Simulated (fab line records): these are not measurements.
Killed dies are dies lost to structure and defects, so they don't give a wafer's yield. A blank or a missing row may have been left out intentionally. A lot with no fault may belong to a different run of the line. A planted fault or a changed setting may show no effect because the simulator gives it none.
2 desks looking at one fault :: flow rit cmos :: each desk has only its own numbers; what lay behind them comes last

TOOL OWNER'S DESK, rie diel-04
The tool's own readings at RIT_SPACER_ETCHBACK_05 (etches Si3N4 in SF6/CHF3, stops on SiO2, target depth 250 nm, time 240 s): means of the sampled wafers that have a number, for each lot that ran on this tool. Marked OUT: a lot whose mean sits more than 4 standard deviations from the usual mean, which makes it out of limits; the brackets give that distance.
Columns: A = SF6_flow_sccm at RIT_SPACER_ETCHBACK_05, usual 30.00 sccm; B = drypump motor current A at RIT_SPACER_ETCHBACK_05, usual 5.7 A; C = oes product au at RIT_SPACER_ETCHBACK_05, usual 0.827 a.u.; D = run length s at RIT_SPACER_ETCHBACK_05, usual 268.2 s; E = throttle valve pct at RIT_SPACER_ETCHBACK_05, usual 10.33 %
lot: L431
first seen here: day 3 00:47
A: 29.99
B: 5.8
C: 0.836
D: 268.2
E: 10.45

lot: L444
first seen here: day 5 16:30
A: 30.01
B: 5.7
C: 0.868 (+5.0) OUT
D: 262.3 (-14) OUT
E: 10.37
Finding of this desk: L444 out of limits; the first was L444 at day 5 16:30, on oes product au at RIT_SPACER_ETCHBACK_05. Within limits: L431.

METROLOGY DESK
What the gauges read for every lot (on any tool): the sampled wafers with a number, averaged. Marked OUT: a lot whose mean sits more than 4 standard deviations from the usual mean, which makes it out of limits; the brackets give that distance. 7 of its 10 readings are shown, namely those furthest out on some lot.
Columns: A = PLDD_OVL at RIT_PLDD_OVL_MEAS_06, usual -0.5 nm; B = SPACER_NITRIDE_THK at RIT_SPACER_THK_MEAS_04, usual 240.7 nm; C = NSD_OVL at RIT_NSD_OVL_MEAS_06, usual -0.9 nm; D = NSD_TW at RIT_NSD_TW_MEAS_10, usual 3132; E = PSD_TW at RIT_PSD_TW_MEAS_10, usual 3423; F = PSD_RS at RIT_SDANNEAL_RS_MEAS_04, usual 115.94 ohm/sq; G = PLDD_RS at RIT_SDANNEAL_RS_MEAS_06, usual 178.6 ohm/sq
lot: L431
first seen here: day 2 21:40
A: -0.8
B: 245.2
C: -1.9
D: 3095
E: 3382
F: 116.33
G: 178.5

lot: L434
first seen here: day 3 14:37
A: 1.1
B: 242.9
C: -3.6
D: 3121
E: 3391
F: 115.79
G: 178.3

lot: L444
first seen here: day 5 13:35
A: -0.2
B: 244.8
C: -1.3
D: 3143
E: 3417
F: 115.69
G: 178.5

lot: L447
first seen here: day 6 07:12
A: 0.1
B: 242.0
C: 0.9
D: 3110
E: 3444
F: 116.12
G: 178.4

lot: L451
first seen here: day 7 00:47
A: -1.7
B: 240.3
C: 0.5
D: 3164
E: 3401
F: 115.70
G: 177.8
This desk's finding: nothing out of limits on any of the 5 lots.

ALL TOGETHER
An alarm could have come from the tool owner's desk at day 5 16:30, on L444.
Metrology desk: nothing out of limits seen.
The metrology desk has L444 on record, within its limits.
On rie diel-04, each named lot ran RIT_SPACER_ETCHBACK_05.

WHAT THE SIMULATOR PUT IN
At RIT_SPACER_ETCHBACK_05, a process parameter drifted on rie diel-04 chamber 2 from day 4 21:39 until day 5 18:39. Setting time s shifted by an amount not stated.
Shown lots that were struck: L444.
How many hours passed from the start of the fault until each desk's first out-of-limits reading: the tool owner's desk, 19.
